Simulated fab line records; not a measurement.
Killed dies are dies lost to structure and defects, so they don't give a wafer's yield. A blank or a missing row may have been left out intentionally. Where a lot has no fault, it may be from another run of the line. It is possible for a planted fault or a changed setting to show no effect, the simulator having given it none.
Which tool did it? / flow rit_cmos / Sampling: 7 lots, 21 wafers, 3 of 202 route steps

## WHAT EACH GAUGE READ, for each wafer
RIT_M1_RS_MEAS_01: the measuring method here is four-point-probe.
lot=L715; measured=day 3 16:32; on=film_metro-01; M1_AL_RS (ohm/sq)=0.0731 0.0731 0.0737
lot=L717; measured=day 4 01:53; on=film_metro-02; M1_AL_RS (ohm/sq)=0.0732 0.0722 0.0716
lot=L720; measured=day 4 14:29; on=film_metro-01; M1_AL_RS (ohm/sq)=0.0727 0.0735 0.0727
lot=L722; measured=day 4 23:00; on=film_metro-04; M1_AL_RS (ohm/sq)=0.0729 0.0730 0.0725
lot=L730; measured=day 6 14:18; on=film_metro-02; M1_AL_RS (ohm/sq)=0.0598 0.0598 0.0597
lot=L735; measured=day 7 15:59; on=film_metro-01; M1_AL_RS (ohm/sq)=0.0740 0.0734 0.0733
lot=L737; measured=day 8 02:16; on=film_metro-01; M1_AL_RS (ohm/sq)=0.0730 0.0735 0.0740

## TOOL THAT RAN EACH LOT (tool first, then ch and the chambers of the sampled wafers, then the start)
lot=L715; RIT_SILICIDE_RTA_04=rtp_anneal-02 ch 0, day 3 13:37; RIT_M1_SPUTTER_00=pvd_sputter-02, day 3 16:15
lot=L717; RIT_SILICIDE_RTA_04=rtp_anneal-02 ch 0, day 3 23:05; RIT_M1_SPUTTER_00=pvd_sputter-03, day 4 01:33
lot=L720; RIT_SILICIDE_RTA_04=rtp_anneal-02 ch 0, day 4 11:37; RIT_M1_SPUTTER_00=pvd_sputter-04, day 4 14:11
lot=L722; RIT_SILICIDE_RTA_04=rtp_anneal-01 ch 0, day 4 19:59; RIT_M1_SPUTTER_00=pvd_sputter-03, day 4 22:41
lot=L730; RIT_SILICIDE_RTA_04=rtp_anneal-01 ch 0, day 6 11:16; RIT_M1_SPUTTER_00=pvd_sputter-02, day 6 13:58
lot=L735; RIT_SILICIDE_RTA_04=rtp_anneal-02 ch 0, day 7 13:04; RIT_M1_SPUTTER_00=pvd_sputter-03, day 7 15:40
lot=L737; RIT_SILICIDE_RTA_04=rtp_anneal-02 ch 0, day 7 23:12; RIT_M1_SPUTTER_00=pvd_sputter-03, day 8 01:58
- RIT_SILICIDE_RTA_04: time 10 s, ramp up 5 s, ramp down 5 s.
- RIT_M1_SPUTTER_00: material Al, target thk 400 nm, time 500 s.

## THE ANSWER, worked out from the rows above alone
Rule: the lots themselves supply what counts as usual. Put in order of their means at a reading, lots are off if they are a third of the lots or fewer, leave a main group of 4 or more, and stand apart from it by a gap of 3 or more times the standard deviation of the main group's means; of several such gaps the widest counts. Not used: any main group whose means are identical at the precision the tables above print for the reading. Also off: a lot with no number at a reading for which 4 or more lots have one. Any other lot the step has rows for is counted as sound.
Off: L730, seen at RIT_M1_RS_MEAS_01 (M1_AL_RS). For the main group the mean is 0.0731 ohm/sq and the standard deviation 0.00043.
If a tool, at a process step before that reading, ran all the lots that are off and no sound lot after the first of them, it fits. The gauges at RIT_M1_RS_MEAS_01 are tried like those tools. Can't be told from this: 3 tools fit, rtp_anneal-01 at RIT_SILICIDE_RTA_04, pvd_sputter-02 at RIT_M1_SPUTTER_00, film_metro-02 at RIT_M1_RS_MEAS_01.

## WHAT THE SIMULATOR HAD PUT IN
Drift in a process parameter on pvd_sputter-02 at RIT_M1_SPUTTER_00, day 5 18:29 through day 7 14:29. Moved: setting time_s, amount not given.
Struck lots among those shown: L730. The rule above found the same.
